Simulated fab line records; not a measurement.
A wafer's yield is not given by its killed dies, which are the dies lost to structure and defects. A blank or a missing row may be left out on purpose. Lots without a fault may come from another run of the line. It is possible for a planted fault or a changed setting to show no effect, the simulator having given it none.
2 desks, one fault    flow berkeleyCmos170    each desk holds nothing but its own numbers, with what lay behind them at the end

== METROLOGY DESK ==
What the gauges read, lot by lot, whatever tool the lot ran on: means of the sampled wafers that have a number. The brackets show how far a lot's mean lies from the usual mean; more than 4 standard deviations puts the lot out of limits, marked OUT.
Columns: A = PWELL_OXIDE_THK at UCB170_PWELL_THK_MEAS_03, usual 26.3 nm; B = ACTIVE_OXIDE_THK at UCB170_ACTIVE_THK_MEAS_03, usual 26.2 nm; C = cdNm at UCB170_ACTIVE_CD_MEAS_13, usual 1200.2 nm
lot   first seen here  A     B     C
L722  day 3 11:56      26.3  26.6  1199.0
L724  day 3 23:21      25.6  25.5  1202.2
L726  day 4 04:10      26.9  26.0  1199.5
L728  day 4 04:10      26.7  25.8  1199.7
L727  day 4 04:12      26.2  26.4  1201.2
L729  day 4 13:44      26.4  26.5  1201.2
L730  day 4 13:46      25.6  26.3  1200.9
L731  day 4 13:46      26.0  26.3  1200.1
L733  day 5 04:31      26.9  26.2  1198.3
L734  day 5 14:22      26.6  25.8  1199.2
L735  day 5 14:23      26.3  25.3  1200.4
L741  day 7 02:59      26.4  26.0  1202.1
L742  day 7 07:05      25.3  26.4  1199.5
L745  day 7 14:12      26.5  26.1  1200.5
This desk's verdict: no lot among the 14 shows anything out of limits.

== THE TOOL OWNER'S DESK: lithoTrack-02 ==
The tool's own readings at UCB170_ACTIVE_DEVELOP_12 (develop time 45 s): means of the sampled wafers that have a number, for each lot that ran on this tool. The brackets show how far a lot's mean lies from the usual mean; more than 4 standard deviations puts the lot out of limits, marked OUT.
Columns: A = developerTempC at UCB170_ACTIVE_DEVELOP_12, usual 21.01 C
lot   first seen here  A
L722  day 5 08:00      21.13
L724  day 5 17:00      20.89
L733  day 6 22:00      20.99
L741  day 9 00:00      23.11 (+19) OUT
L742  day 9 01:00      23.08 (+19) OUT
This desk's verdict: out of limits on L741, L742, starting with L741 at day 9 00:00 (developerTempC at UCB170_ACTIVE_DEVELOP_12). L722, L724, L733: within limits.

== TAKEN TOGETHER ==
The tool owner's desk could have raised an alarm at day 9 00:00, on L741, L742.
From the metrology desk's view, nothing was out of limits.
The metrology desk holds a record of L741, L742, inside its limits.
Of the lots named, all ran UCB170_ACTIVE_DEVELOP_12 on lithoTrack-02.

== WHAT THE SIMULATOR HAD PUT IN ==
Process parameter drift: lithoTrack-02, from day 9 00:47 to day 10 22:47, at UCB170_ACTIVE_DEVELOP_12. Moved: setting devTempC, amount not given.
Shown lots that were struck: L741, L742.
